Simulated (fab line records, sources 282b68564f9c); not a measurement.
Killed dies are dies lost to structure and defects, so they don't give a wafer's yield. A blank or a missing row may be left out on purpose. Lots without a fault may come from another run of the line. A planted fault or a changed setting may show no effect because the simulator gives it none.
One fault seen from 2 desks | flow rit_cmos | each desk has only its own numbers; what lay behind them comes last

THE METROLOGY DESK
What the gauges read, lot by lot, whatever tool the lot ran on: means of the sampled wafers that have a number. A lot is out of limits, marked OUT, if its mean lies more than 4 standard deviations from the usual mean; the brackets give that distance.
Columns: A = cd_nm at RIT_ACTIVE_CD_MEAS_90, usual 1400.9 nm; B = PRETRO_OVL at RIT_PRETRO_OVL_MEAS_06, usual 1.0 nm; C = GATE_POLY_THK at RIT_GATE_THK_MEAS_09, usual 251.1 nm; D = M1_AL_RS at RIT_M1_RS_MEAS_01, usual 0.0737 ohm/sq; E = M1_AL_THK at RIT_M1_THK_MEAS_02, usual 408 nm
lot  | first seen here | A      | B    | C     | D                 | E
L472 | day 1 15:24     | 1402.8 | 1.5  | 249.6 | 0.0739            | 407
L474 | day 2 01:01     | 1400.7 | 0.5  | 255.1 | 0.0734            | 409
L475 | day 2 06:02     | 1397.5 | -0.2 | 248.7 | 0.0750            | 403
L476 | day 2 11:25     | 1400.4 | 0.8  | 247.1 | 0.0742            | 405
L477 | day 2 16:02     | 1401.9 | -1.0 | 256.6 | 0.0739            | 409
L479 | day 3 02:13     | 1401.9 | 1.7  | 249.4 | 0.0739            | 407
L480 | day 3 08:04     | 1403.0 | 2.3  | 250.9 | 0.0667 (-7.9) OUT | 464 (+11) OUT
L481 | day 3 12:51     | 1400.4 | 2.8  | 253.4 | 0.0739            | 408
L482 | day 3 17:02     | 1399.0 | 1.9  | 248.6 | 0.0656 (-9.2) OUT | 473 (+13) OUT
L484 | day 4 03:02     | 1402.3 | 1.6  | 247.3 | 0.0742            | 404
L490 | day 5 09:04     | 1399.8 | 1.1  | 251.6 | 0.0727            | 414
L493 | day 6 00:13     | 1403.6 | 0.1  | 249.9 | 0.0729            | 412
L494 | day 6 05:11     | 1401.6 | 1.2  | 250.7 | 0.0733            | 409
L495 | day 6 10:08     | 1400.9 | 1.0  | 249.5 | 0.0731            | 411
This desk's finding: out of limits on L480, L482; first on L480, day 4 22:38 (M1_AL_RS at RIT_M1_RS_MEAS_01). In limits: L472, L474, L475, L476, L477, L479, L481, L484, L490, L493, L494, L495.

THE TOOL OWNER'S DESK: pvd_sputter-03
The tool's own readings at RIT_M1_SPUTTER_00 (material Al, target thk 400 nm, time 500 s): means of the sampled wafers that have a number, for each lot that ran on this tool. A lot is out of limits, marked OUT, if its mean lies more than 4 standard deviations from the usual mean; the brackets give that distance.
Columns: A = substrate_temp_c at RIT_M1_SPUTTER_00, usual 25.01 C; B = throttle_valve_pct at RIT_M1_SPUTTER_00, usual 29.9 %
lot  | first seen here | A     | B
L475 | day 3 22:08     | 25.09 | 29.2
L477 | day 4 05:00     | 25.05 | 29.8
L479 | day 4 16:32     | 25.02 | 29.1
L480 | day 4 22:26     | 25.09 | 29.2
L482 | day 5 07:13     | 25.05 | 29.3
L494 | day 7 19:10     | 24.92 | 30.0
This desk's finding: nothing out of limits on any of the 6 lots.

PUT TOGETHER
The metrology desk could have raised an alarm at day 4 22:38, on L480, L482.
The tool owner's desk saw nothing out of limits.
The tool owner's desk has L480, L482 on record, within its limits.
Of the lots named, all ran RIT_M1_SPUTTER_00 on pvd_sputter-03.

WHAT THE SIMULATOR HAD PUT IN
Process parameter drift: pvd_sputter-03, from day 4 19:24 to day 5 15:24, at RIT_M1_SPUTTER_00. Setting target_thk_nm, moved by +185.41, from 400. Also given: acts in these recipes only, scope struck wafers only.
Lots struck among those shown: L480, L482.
Hours from the fault's start to each desk's first reading out of limits: the metrology desk, 3.
